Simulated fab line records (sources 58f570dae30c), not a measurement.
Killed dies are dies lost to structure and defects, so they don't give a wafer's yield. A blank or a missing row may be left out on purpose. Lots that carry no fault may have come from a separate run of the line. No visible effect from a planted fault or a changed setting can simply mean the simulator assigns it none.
Split-lot trial ; flow berkeleyCmos170 ; 23 wafers read across 5 lots, on a route 331 steps long

## SPLIT DETAILS
At UCB170_M3_COAT_05 (resist thk 900 nm), the setting resistThkNm was moved away from the recipe's 900 nm on 4 of the 23 wafers read, by -4.7% to +5.2%. The other wafers ran this setting at the recipe's value.

The split's own step is where the reading is taken.

## THE READING
KrF_of_M3_COAT_05.thkNm (the simulator's own value, which no gauge read), in nm, at UCB170_M3_COAT_05 (resist thk 900 nm). The file does not state a usual value for it. Across the 19 wafers here that went through the recipe, the average is 901.2 nm and the standard deviation 2.4 nm.

wafer;tool, chamber at the split;resistThkNm as run, nm;against the recipe;KrF_of_M3_COAT_05.thkNm, nm;against lot-mates on the recipe
L074.1;lithoTrack-02, 0;900;recipe;902.8;-
L074.2;lithoTrack-02, 0;900;recipe;901.6;-
L074.3;lithoTrack-02, 0;900;recipe;904.6;-
L074.4;lithoTrack-02, 0;900;recipe;903.8;-
L074.6;lithoTrack-02, 0;900;recipe;903.6;-
L079.3;lithoTrack-01, 0;900;recipe;900.2;-
L079.4;lithoTrack-01, 0;900;recipe;899.8;-
L079.5;lithoTrack-01, 0;900;recipe;899.5;-
L081.1;lithoTrack-03, 0;857.3;-4.7%;860.6;-43.1
L081.2;lithoTrack-03, 0;857.3;-4.7%;861.3;-42.4
L081.3;lithoTrack-03, 0;900;recipe;903.9;-
L081.5;lithoTrack-03, 0;900;recipe;903.3;-
L081.6;lithoTrack-03, 0;900;recipe;903.8;-
L082.1;lithoTrack-03, 0;900;recipe;899.9;-
L082.2;lithoTrack-03, 0;900;recipe;898.5;-
L082.4;lithoTrack-03, 0;900;recipe;896.1;-
L082.5;lithoTrack-03, 0;900;recipe;900.9;-
L082.6;lithoTrack-03, 0;900;recipe;897.7;-
L085.1;lithoTrack-01, 0;900;recipe;898.6;-
L085.2;lithoTrack-01, 0;900;recipe;902;-
L085.3;lithoTrack-01, 0;900;recipe;902.6;-
L085.5;lithoTrack-01, 0;946.5;+5.2%;945.8;+44.7
L085.6;lithoTrack-01, 0;946.5;+5.2%;945.1;+44.0

THE FIT
A straight line over all 23 wafers: KrF_of_M3_COAT_05.thkNm changes by +8.53 nm for each +1% of resistThkNm; r = +0.99; the points scatter about the line by 2.3 nm.
The same after taking each lot's own level away (the mean of its wafers on the recipe; 23 wafers): +8.78 nm for each +1%; r = +1.00; scatter 1.3 nm.
The reading moves by 45 nm for the largest change in resistThkNm, on that fit.
The span of the lots' own levels, 898.62 to 903.67 nm, comes to 2.1 times the standard deviation stated above.
Consequently the slope shifts little with the lot-to-lot level, the two slopes agreeing.
Check: for one of the wafers moved furthest among these (+5.2%), held out of the fit, the line's prediction against its lot-mates is +45.4 nm. Against them it came out at +44.7 nm.

## THE WHOLE CHAIN: every reading that the file lists as answering this split, in the file's order
step;what it does;reading;change (the file's fit);r (the file's)
UCB170_M3_COAT_05;resist thk 900 nm;KrF_of_M3_COAT_05.thkNm (the simulator's own value, which no gauge read);+8.78 nm for each +1% of the setting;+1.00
UCB170_M3_STRIP_07;strips in O2;stripTimeToEndpointS;withheld for each +1% of the setting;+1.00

## FILE'S OWN FIT
KrF_of_M3_COAT_05.thkNm changes by +8.78 nm for each +1% of resistThkNm, r = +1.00.
